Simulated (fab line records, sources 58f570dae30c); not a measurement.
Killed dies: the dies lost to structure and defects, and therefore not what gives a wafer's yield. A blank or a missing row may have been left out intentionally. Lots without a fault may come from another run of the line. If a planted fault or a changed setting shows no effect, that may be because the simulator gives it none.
Which tool is to blame? -- flow berkeley_cmos170 -- 42 wafers from 14 lots sampled at 2 of the route's 331 steps

WHAT THE GAUGES SHOWED, per wafer
No reading from a measuring or inspecting step in the record can be judged against a usual standard deviation.

EACH LOT AND THE TOOL THAT RAN IT (in order: tool; ch and the chambers of the sampled wafers; start)
lot,UCB170_NWELL_ETCH_13,UCB170_NWELL_STRIP_15
L982,"rie_diel-03 ch 0,2,3, day 2 14:29","plasma_asher-03 ch 0,1, day 2 14:44"
L983,"rie_diel-03 ch 0,1,2, day 3 00:58","plasma_asher-04 ch 0,1, day 3 01:13"
L984,"rie_diel-02 ch 0,1,2, day 3 04:41","plasma_asher-01 ch 0,1, day 3 04:58"
L986,"rie_diel-03 ch 0,1,3, day 3 12:37","plasma_asher-04 ch 0,1, day 3 12:52"
L990,"rie_diel-03 ch 2,3, day 3 22:58","plasma_asher-03 ch 0,1, day 3 23:13"
L989,"rie_diel-02 ch 0,3, day 3 23:13","plasma_asher-03 ch 0,1, day 3 23:30"
L994,"rie_diel-04 ch 0,2,3, day 5 08:25","plasma_asher-03 ch 0,1, day 5 08:40"
L995,"rie_diel-04 ch 1,2,3, day 5 11:53","plasma_asher-04 ch 0,1, day 5 12:08"
L996,"rie_diel-02 ch 0,2,3, day 5 14:51","plasma_asher-03 ch 0,1, day 5 15:06"
L100,"rie_diel-03 ch 1,2,3, day 6 07:01","plasma_asher-04 ch 0,1, day 6 07:17"
L101,"rie_diel-03 ch 2,3, day 6 13:08","plasma_asher-03 ch 0,1, day 6 13:23"
L102,"rie_diel-03 ch 0,2,3, day 6 21:16","plasma_asher-01 ch 0, day 6 21:32"
L103,"rie_diel-04 ch 1,2,3, day 7 02:28","plasma_asher-03 ch 0,1, day 7 02:43"
L104,"rie_diel-02 ch 0,1, day 7 03:11","plasma_asher-03 ch 0,1, day 7 03:29"
- UCB170_NWELL_ETCH_13: etches Si3N4 in CH3F/Ar/O2, stops on SiO2, target depth 246.4 nm, time 154 s.
- UCB170_NWELL_STRIP_15: strips in O2.

AS READ BY THE TOOLS THEMSELVES (means over the sampled wafers that have a number; for cases with no such wafer, the mark the record gives instead)
UCB170_NWELL_ETCH_13. Usual: drypump_motor_current_A 5.6 A, standard deviation 0.51; oes_product_au 0.941 a.u., standard deviation 0.015; throttle_valve_pct 8.02 %, standard deviation 0.14.
lot,tool,drypump_motor_current_A (A),oes_product_au (a.u.),throttle_valve_pct (%),flag
L982,rie_diel-03,5.2,0.943,7.96,
L983,rie_diel-03,5.2,0.937,8.00,
L984,rie_diel-02,6.2,0.943,7.98,
L986,rie_diel-03,5.4,0.758,7.96,OFF
L990,rie_diel-03,5.4,0.771,7.82,OFF
L989,rie_diel-02,6.4,0.934,7.93,
L994,rie_diel-04,5.9,0.945,8.08,
L995,rie_diel-04,5.5,0.953,8.13,
L996,rie_diel-02,6.4,0.927,7.92,
L100,rie_diel-03,5.5,0.931,7.88,
L101,rie_diel-03,5.4,0.941,7.83,
L102,rie_diel-03,5.2,0.943,7.95,
L103,rie_diel-04,5.5,0.944,8.14,
L104,rie_diel-02,6.1,0.946,8.06,

UCB170_NWELL_STRIP_15. Usual: drypump_motor_current_A 5.7 A, standard deviation 0.7; oes_product_au 0.721 a.u., standard deviation 0.0041; strip_time_to_endpoint_s 18.07 s, standard deviation 0.097.
lot,tool,drypump_motor_current_A (A),oes_product_au (a.u.),strip_time_to_endpoint_s (s),flag
L982,plasma_asher-03,5.3,0.722,18.05,
L983,plasma_asher-04,5.6,0.724,18.09,
L984,plasma_asher-01,6.0,0.722,18.14,
L986,plasma_asher-04,5.6,0.722,19.53,OFF
L990,plasma_asher-03,5.6,0.722,19.46,OFF
L989,plasma_asher-03,5.6,0.721,18.03,
L994,plasma_asher-03,5.3,0.721,17.90,
L995,plasma_asher-04,5.6,0.724,18.12,
L996,plasma_asher-03,5.6,0.726,18.14,
L100,plasma_asher-04,5.6,0.722,18.11,
L101,plasma_asher-03,5.3,0.722,18.10,
L102,plasma_asher-01,6.4,0.722,18.19,
L103,plasma_asher-03,5.3,0.718,18.03,
L104,plasma_asher-03,5.3,0.724,18.17,

THE ANSWER, worked out from the rows above alone
Rule: a lot counts as off when the mean over its wafers that have a number is more than 3 standard deviations away from the usual mean. Also off: a lot with no number at a reading for which 4 or more lots have one. Any other lot the step has rows for is counted as sound. First the gauges in route order, then the tools' own readings, where a lot's mean is used as printed above. The first step at which some lot is off is used, and at that step the reading that is off furthest; a lot without a number counts as furthest.
Off: L986, L990, at UCB170_NWELL_ETCH_13 (oes_product_au).
If a tool, at that step or one of the process steps before it, ran each lot that is off and ran no sound lot following the first of them, it fits. Not one of the candidates tried fits.

WHAT WAS PUT IN BY THE SIMULATOR
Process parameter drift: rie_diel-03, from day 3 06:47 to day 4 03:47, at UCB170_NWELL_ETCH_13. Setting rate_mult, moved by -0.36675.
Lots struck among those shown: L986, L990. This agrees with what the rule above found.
